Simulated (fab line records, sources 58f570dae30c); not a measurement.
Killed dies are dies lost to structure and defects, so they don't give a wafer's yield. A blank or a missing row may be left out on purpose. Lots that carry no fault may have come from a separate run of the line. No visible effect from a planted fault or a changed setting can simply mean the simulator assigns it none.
Problem report, 8D (eight disciplines) form, completed by code || flow berkeley_cmos170 || the parts of the form that need people (team, actions taken, sign-off) are left out

== 1. PROBLEM STATEMENT ==
Mean of run_length_s at UCB170_M1_METAL_ETCH_12: 136.7 s across 4 wafers in 2 lots; on wafers with no fault it is 158.1 s (standard deviation 0.38). That is -56 standard deviations from the usual mean.
The step: etches Al in Cl2/BCl3, stops on PSG, target depth 780 nm, time 130 s.
Seen first at day 11 13:10 on rie_metal-02, wafer L649.2. At this step, 42 wafers from 14 lots have a number in the record. Rule for "out", or "out of limits": more than 4 standard deviations from the usual mean. All remaining wafers that have a number are taken as sound.

== 2. WHAT IT IS AND WHAT IT IS NOT ==
{"question": "which readings at this step", "is": "run_length_s, oes_product_au", "is not": "drypump_motor_current_A, throttle_valve_pct"}
{"question": "which lots", "is": "L649, L652", "is not": "L636, L637, L638, L639, L641, L643, L644, L645, L646, L655, L657, L658"}
{"question": "which wafers of those lots", "is": "L649.2, L652.1, L652.4, L652.6", "is not": "L649.1, L649.5"}
{"question": "read on which tools", "is": "rie_metal-02", "is not": "rie_metal-03, rie_metal-04"}
{"question": "when", "is": "from day 11 13:10", "is not": "up to then (29 sound wafers); but 9 sound wafers of L655, L657, L658 came after"}

== 3. THE SUSPECTS, EACH WITH WHAT RULES IT OUT ==
Counting: a tool at a process step up to the reading stays a suspect if it ran every lot that is out. Sound lots after the first of them don't rule it out here, since some wafers of a struck lot are sound.
- rie_metal-02 at UCB170_M1_METAL_ETCH_12 (etches Al in Cl2/BCl3, stops on PSG, target depth 780 nm, time 130 s): kept. Ran every lot that is out, first one L649 (day 11 13:10); last sound lot up to then L645 (day 10 15:47). Its own readings are out on those wafers: oes_product_au, run_length_s.
- The sound lot-mates ran in chamber 1 of rie_metal-02 at UCB170_M1_METAL_ETCH_12, but the wafers that are out ran in chamber 0.
The count leaves rie_metal-02 at UCB170_M1_METAL_ETCH_12.

== 4. THE CAUSE (what the simulator had put in) ==
rie_metal-02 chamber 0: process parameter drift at UCB170_M1_METAL_ETCH_12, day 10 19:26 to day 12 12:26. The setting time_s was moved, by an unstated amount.
After counting, this tool was the only one left.

== 5. SEQUENCE OF EFFECTS, ordered by route ==
Each row: a reading whose mean over the struck wafers that have a number lies more than 3 standard deviations from the usual. Only readings for which the record gives a usual standard deviation are gone through. hours: the time from each lot's start at the first step in this table that gives one to its start at this step, as a median over the lots. sigmas: the change in usual standard deviations.
{"hours": 0, "step": "UCB170_M1_METAL_ETCH_12", "reading": "oes_product_au", "usual": "0.855 a.u.", "on struck wafers": 0.990, "change": "+0.135", "sigmas": "+10"}
{"hours": 0, "step": "UCB170_M1_METAL_ETCH_12", "reading": "run_length_s", "usual": "158.1 s", "on struck wafers": 136.7, "change": -21.4, "sigmas": -56}
The process steps in it:
- UCB170_M1_METAL_ETCH_12: etches Al in Cl2/BCl3, stops on PSG, target depth 780 nm, time 130 s.
At these later measuring or inspecting steps, every struck wafer for which the step has a row has a number for every such reading, and none has moved that far: UCB170_V1_CD_MEAS_12.

== 6. WHAT WOULD HAVE CAUGHT IT SOONER ==
First out-of-limits reading in this record: day 11 13:10, which is 18 hours after fault onset at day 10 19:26.
